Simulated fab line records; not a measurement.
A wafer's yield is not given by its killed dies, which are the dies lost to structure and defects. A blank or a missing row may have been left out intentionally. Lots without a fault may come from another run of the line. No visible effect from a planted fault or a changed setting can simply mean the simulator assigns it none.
The same fault as seen by 2 desks + flow berkeleyCmos170 + only its own numbers are on each desk; what lay behind them is given at the end

== FROM THE METROLOGY DESK ==
What the gauges read for every lot (on any tool): the sampled wafers with a number, averaged. A lot is out of limits, marked OUT, if its mean lies more than 4 standard deviations from the usual mean; the brackets give that distance.
Columns: A = FIELD_OXIDE_LEFT_2_THK at UCB170_FIELD_THK_MEAS_91, usual 357 nm; B = NSD_TW at UCB170_NSD_TW_MEAS_10, usual 4186; C = cdNm at UCB170_CONTACT_CD_MEAS_15, usual 699.9 nm
| lot  | first seen here | A   | B    | C     |
|------|-----------------|-----|------|-------|
| L507 | day 6 21:23     | 355 | 4249 | 698.8 |
| L508 | day 7 13:56     | 360 | 4149 | 700.0 |
| L509 | day 7 14:04     | 360 | 4150 | 702.3 |
| L511 | day 7 14:17     | 369 | 4239 | 698.6 |
| L510 | day 7 14:26     | 360 | 4185 | 703.4 |
| L514 | day 8 05:16     | 344 | 4167 | 699.2 |
| L512 | day 8 05:17     | 348 | 4177 | 699.5 |
| L521 | day 10 04:27    | 355 | 4160 | 700.4 |
| L523 | day 10 04:43    | 365 | 4145 | 698.7 |
| L522 | day 10 04:57    | 358 | 4172 | 700.1 |
| L524 | day 10 05:11    | 347 | 4153 | 699.8 |
| L525 | day 10 22:50    | 350 | 4143 | 697.7 |
| L529 | day 11 05:23    | 372 | 4236 | 701.5 |
| L527 | day 11 05:34    | 361 | 4175 | 701.2 |
| L530 | day 11 23:35    | 351 | 4195 | 702.9 |
Result from this desk: across the 15 lots, nothing is out of limits.

== THE TOOL OWNER'S DESK: lithoTrack-02 ==
The tool's own readings at UCB170_BACKSIDE_COAT_01 (resist thk 900 nm): means of the sampled wafers that have a number, for each lot that ran on this tool. A lot is out of limits, marked OUT, if its mean lies more than 4 standard deviations from the usual mean; the brackets give that distance.
Columns: A = resistLineTempC at UCB170_BACKSIDE_COAT_01, usual 23.00 C
| lot  | first seen here | A     |
|------|-----------------|-------|
| L511 | day 8 22:11     | 23.02 |
| L514 | day 9 15:27     | 22.87 |
| L512 | day 9 15:57     | 22.87 |
| L521 | day 11 08:41    | 23.14 |
| L523 | day 11 09:08    | 23.12 |
| L522 | day 11 09:35    | 23.10 |
Result from this desk: across the 6 lots, nothing is out of limits.

== TAKEN TOGETHER ==
Metrology desk: nothing out of limits seen.
The desk of the tool owner found nothing out of limits.

== WHAT THE SIMULATOR HAD PUT IN ==
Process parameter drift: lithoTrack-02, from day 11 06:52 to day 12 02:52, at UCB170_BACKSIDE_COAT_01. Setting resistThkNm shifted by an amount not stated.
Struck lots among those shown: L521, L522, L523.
